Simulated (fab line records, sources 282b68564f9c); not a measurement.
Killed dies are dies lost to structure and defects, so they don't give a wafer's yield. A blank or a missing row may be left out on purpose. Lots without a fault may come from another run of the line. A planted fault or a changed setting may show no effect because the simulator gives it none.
A struck lot beside a sound one | flow rit_cmos | 15 steps out of a route of 202
Sound: wafers L459.2, L459.4, L459.6. Struck: wafers L464.3, L464.4, L464.6. The cause comes at the end.
At each step with rows: each side's tool, then ch and its chambers, then its first start. Under that, the readings that differ: sound wafers | struck wafers | difference of the means | sigmas: that difference in standard deviations of wafers without a fault.
alike: readings whose means differ by less than 2 such deviations, and words and numbers that are the same on both sides. not compared: withheld readings, readings that some wafer has no value for, bounds like >300 that may hide the same value, and numbers for which the record gives no deviation and whose values overlap.
The two part at a step that has a row with sigmas, a row that says differs or no value, or rows on one side only. Numbers that don't overlap but have no deviation are shown without sigmas and don't part them. A reading that every wafer of one side lacks parts them only if that side has two wafers or more.

first, 1 step without rows for these wafers: RIT_NLDD_IMPLANT_08.
RIT_NLDD_STRIP_09: strips in O2, time 180 s.
  sound on plasma_asher-02 ch 0,1, day 4 20:22; struck on plasma_asher-03 ch 0,1, day 5 21:51
  alike: chamber_pressure_mTorr, drypump_motor_current_A, o2_flow_sccm
  not compared: rf_hours_counter_h
RIT_NLDD_TW_MEAS_10:
  sound on film_metro-01, day 4 20:33; struck on film_metro-01, day 5 21:59
  alike: NLDD_TW
then, 6 steps without rows for these wafers: RIT_PLDD_HMDS_00 (prime time 60 s); RIT_PLDD_COAT_01 (resist thk 1000 nm); RIT_PLDD_SOFTBAKE_02 (time 60 s); RIT_PLDD_EXPOSE_03 (exposes mask M8, target cd 40900 nm); RIT_PLDD_PEB_04; RIT_PLDD_DEVELOP_05 (develop time 50 s).
RIT_PLDD_OVL_MEAS_06:
  sound on overlay-01, day 4 21:35; struck on overlay-02, day 5 23:01
  alike: PLDD_OVL
then, 2 steps without rows for these wafers: RIT_PLDD_HARDBAKE_07 (time 60 s); RIT_PLDD_IMPLANT_08.
RIT_PLDD_STRIP_09: strips in O2, time 180 s.
  sound on plasma_asher-02 ch 0,1, day 4 21:55; struck on plasma_asher-02 ch 0,1, day 5 23:24
  reading             | sound          | struck         | difference | sigmas
  o2_flow_sccm (sccm) | 4014 4023 4012 | 3216 3204 3202 | -809       | -74
  alike: chamber_pressure_mTorr, drypump_motor_current_A
  not compared: rf_hours_counter_h
RIT_PLDD_TW_MEAS_10:
  sound on film_metro-01, day 4 22:06; struck on film_metro-01, day 5 23:32
  alike: PLDD_TW
RIT_M1_PROBE_99:
  sound on prober-02, day 5 12:43; struck on prober-01, day 6 13:26
  alike: killed_at_contacts, killed_at_front_end, killed_dies, killed_open, killed_short

WHERE THEY PART
Only at RIT_PLDD_STRIP_09, within this record. Later steps at which nothing parts them and some readings are alike: RIT_PLDD_TW_MEAS_10, RIT_M1_PROBE_99.

WHY: what the simulator had put in
Process parameter drift: plasma_asher-02, from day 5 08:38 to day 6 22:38, at RIT_PLDD_STRIP_09. Setting o2_flow_sccm, moved by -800, from 4000. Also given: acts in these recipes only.
